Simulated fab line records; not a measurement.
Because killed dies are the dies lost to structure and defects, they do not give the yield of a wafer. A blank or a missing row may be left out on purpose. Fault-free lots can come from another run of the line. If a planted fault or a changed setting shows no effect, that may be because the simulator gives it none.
Which tool is to blame?	flow rit_cmos	42 wafers from 14 lots sampled at 2 of the route's 202 steps

WHAT EACH GAUGE READ, for each wafer
RIT_CONTACT_THK_MEAS_01. Usual: CONTACT_TEOS_THK typically reads 399 nm, with standard deviation 5.
lot	measured	on	CONTACT_TEOS_THK (nm)	flag
L716	day 3 05:26	film_metro-02	400 406 409	
L717	day 3 13:42	film_metro-03	387 398 400	
L718	day 3 19:00	film_metro-03	394 394 400	
L719	day 4 01:36	film_metro-03	395 395 403	
L720	day 4 05:46	film_metro-01	393 397 401	
L722	day 4 14:23	film_metro-03	397 401 406	
L723	day 4 19:31	film_metro-02	400 406 405	
L728	day 5 18:53	film_metro-03	392 565 401	OFF
L731	day 6 11:08	film_metro-03	393 406 565	OFF
L732	day 6 13:04	film_metro-03	392 396 403	
L733	day 6 20:39	film_metro-01	400 395 396	
L735	day 7 07:02	film_metro-03	391 386 400	
L738	day 7 21:09	film_metro-01	386 392 404	
L739	day 7 23:58	film_metro-02	398 402 399	

EACH LOT AND THE TOOL THAT RAN IT (in order: tool; ch and the chambers of the sampled wafers; start)
lot	RIT_CONTACT_CVD_00
L716	pecvd-04 ch 1,2, day 3 05:23
L717	pecvd-02 ch 0,1, day 3 13:38
L718	pecvd-03 ch 0,1,2, day 3 18:56
L719	pecvd-04 ch 1,2, day 4 01:33
L720	pecvd-02 ch 0,1,2, day 4 05:43
L722	pecvd-04 ch 0,2, day 4 14:19
L723	pecvd-02 ch 0,1, day 4 19:27
L728	pecvd-04 ch 0,1,2, day 5 18:50
L731	pecvd-04 ch 0,1,2, day 6 11:05
L732	pecvd-02 ch 0,1, day 6 13:01
L733	pecvd-03 ch 0,1,2, day 6 20:35
L735	pecvd-02 ch 0,2, day 7 06:59
L738	pecvd-02 ch 0,1,2, day 7 21:06
L739	pecvd-03 ch 0,1,2, day 7 23:55
- RIT_CONTACT_CVD_00: deposits SiO2 from TEOS, target thk 400 nm, time 61 s.

AS READ BY THE TOOLS THEMSELVES (means over the sampled wafers that have a number; for cases with no such wafer, the mark the record gives instead)
RIT_CONTACT_CVD_00. Usual: heater_power_w at 327 W, with a standard deviation of 44.
lot	tool	heater_power_w (W)	flag
L716	pecvd-04	361	
L717	pecvd-02	299	
L718	pecvd-03	299	
L719	pecvd-04	386	
L720	pecvd-02	327	
L722	pecvd-04	337	
L723	pecvd-02	333	
L728	pecvd-04	359	
L731	pecvd-04	366	
L732	pecvd-02	318	
L733	pecvd-03	321	
L735	pecvd-02	337	
L738	pecvd-02	298	
L739	pecvd-03	288	

THE ANSWER, worked out from the rows above alone
Rule: a lot counts as off when the mean over its wafers that have a number is more than 3 standard deviations away from the usual mean. A lot without any number at a reading at which 4 lots or more have one is off too. Where the step has rows for the other lots, those lots are counted as sound. First the gauges in route order, then the tools' own readings, where a lot's mean is used as printed above. At the first step where some lot is off, the reading lying furthest off is the one used; lots without a number count as furthest.
Off: L728, L731, seen at RIT_CONTACT_THK_MEAS_01 (CONTACT_TEOS_THK).
If a tool, at a process step before that reading, ran all the lots that are off and no sound lot after the first of them, it fits. Gauges at RIT_CONTACT_THK_MEAS_01: tried the same way as those tools. One fits: pecvd-04 at RIT_CONTACT_CVD_00. A fault onset in the window from L722 (day 4 14:19, its last sound lot) to L728 (day 5 18:50, its first lot off) fits.

WHAT THE SIMULATOR HAD PUT IN
pecvd-04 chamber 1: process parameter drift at RIT_CONTACT_CVD_00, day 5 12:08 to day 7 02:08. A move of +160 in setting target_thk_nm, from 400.
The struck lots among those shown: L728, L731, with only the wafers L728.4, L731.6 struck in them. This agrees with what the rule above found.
